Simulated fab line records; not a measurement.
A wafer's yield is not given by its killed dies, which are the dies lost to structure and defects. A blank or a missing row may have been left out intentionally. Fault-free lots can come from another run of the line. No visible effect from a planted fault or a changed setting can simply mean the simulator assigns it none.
Commonality check across tools    flow ritCmos    Sampled: 14 lots, 42 wafers

== WHY IT WAS OPENED ==
2 of 14 lots carry a flag on the reading PSD_RS at RIT_SDANNEAL_RS_MEAS_04. Fault-free wafers read 115.89 ohm/sq, with a standard deviation of 0.28.
Rule: flag the lot when none of its wafers has a number, or when each of its wafers that has one lies beyond 4 standard deviations from that mean. The other lots count as sound.

lot   measured     on            PSD_RS (ohm/sq), wafer by wafer  flag
L758  day 3 13:52  filmMetro-01  115.70 116.38 115.78             
L761  day 4 09:29  filmMetro-01  115.54 115.46 115.47             
L762  day 4 15:17  filmMetro-02  115.99 116.24 115.64             
L763  day 4 15:25  filmMetro-01  113.09 112.96 113.14             FLAGGED
L764  day 4 18:42  filmMetro-03  115.83 115.92 115.62             
L765  day 5 04:40  filmMetro-02  112.81 113.00 112.97             FLAGGED
L770  day 6 00:31  filmMetro-03  115.93 116.12 116.24             
L772  day 6 09:08  filmMetro-02  115.72 115.37 115.75             
L774  day 6 21:10  filmMetro-01  115.95 115.66 115.92             
L776  day 7 07:47  filmMetro-01  115.99 115.78 116.03             
L777  day 7 13:19  filmMetro-03  115.97 116.11 116.07             
L778  day 7 22:44  filmMetro-02  116.03 115.59 116.14             
L779  day 8 02:42  filmMetro-02  115.77 115.54 115.61             
L780  day 8 06:16  filmMetro-03  115.60 115.43 115.71             
On average the flagged lots' numbers are 113.00 ohm/sq, which is -2.89 ohm/sq against the usual, or -10 standard deviations.

== LOT BY LOT: THE TOOL USED ==
The record keeps 1 process step preceding the reading, out of 202 steps on the route. Every cell lists first the tool, next ch and the chambers used by the sampled wafers, and last the start.
lot   flag     RIT_SDANNEAL_RTA_03
L758           rtpAnneal-01 ch 0, day 3 13:48
L761           rtpAnneal-02 ch 0, day 4 09:26
L762           rtpAnneal-01 ch 0, day 4 15:13
L763  FLAGGED  rtpAnneal-02 ch 0, day 4 15:20
L764           rtpAnneal-01 ch 0, day 4 18:38
L765  FLAGGED  rtpAnneal-02 ch 0, day 5 04:35
L770           rtpAnneal-01 ch 0, day 6 00:27
L772           rtpAnneal-01 ch 0, day 6 09:05
L774           rtpAnneal-01 ch 0, day 6 21:05
L776           rtpAnneal-01 ch 0, day 7 07:44
L777           rtpAnneal-02 ch 0, day 7 13:16
L778           rtpAnneal-01 ch 0, day 7 22:40
L779           rtpAnneal-02 ch 0, day 8 02:38
L780           rtpAnneal-01 ch 0, day 8 06:12
What these steps do:
- RIT_SDANNEAL_RTA_03: time 5 s.
- RIT_SDANNEAL_RS_MEAS_04: measures by four-point-probe.

== FLAGGED OVER TOTAL, TOOL BY TOOL (the gauges that took the reading come last) ==
step                     tool          lots run  flagged  share of the flagged lots  sound lots run after its first flagged lot
RIT_SDANNEAL_RTA_03      rtpAnneal-01  9         0        none                       -
RIT_SDANNEAL_RTA_03      rtpAnneal-02  5         2        all                        2 (L777,L779)
RIT_SDANNEAL_RS_MEAS_04  filmMetro-01  5         1        some                       2 (L774,L776)
RIT_SDANNEAL_RS_MEAS_04  filmMetro-02  5         1        some                       3 (L772,L778,L779)
RIT_SDANNEAL_RS_MEAS_04  filmMetro-03  4         0        none                       -

== THE TABLE: WHAT IT ALLOWS ==
1 row of the table ran every flagged lot: rtpAnneal-02 at RIT_SDANNEAL_RTA_03.
- rtpAnneal-02 at RIT_SDANNEAL_RTA_03 ran 5 lots, 2 of them flagged. Lots that were sound ran on it after the first flagged one (L777, L779); a persistent fault on the entire tool would not allow that.
Every row of the table either missed a flagged lot or ran a sound lot after the first.

== WHAT HAD BEEN PUT IN BY THE SIMULATOR ==
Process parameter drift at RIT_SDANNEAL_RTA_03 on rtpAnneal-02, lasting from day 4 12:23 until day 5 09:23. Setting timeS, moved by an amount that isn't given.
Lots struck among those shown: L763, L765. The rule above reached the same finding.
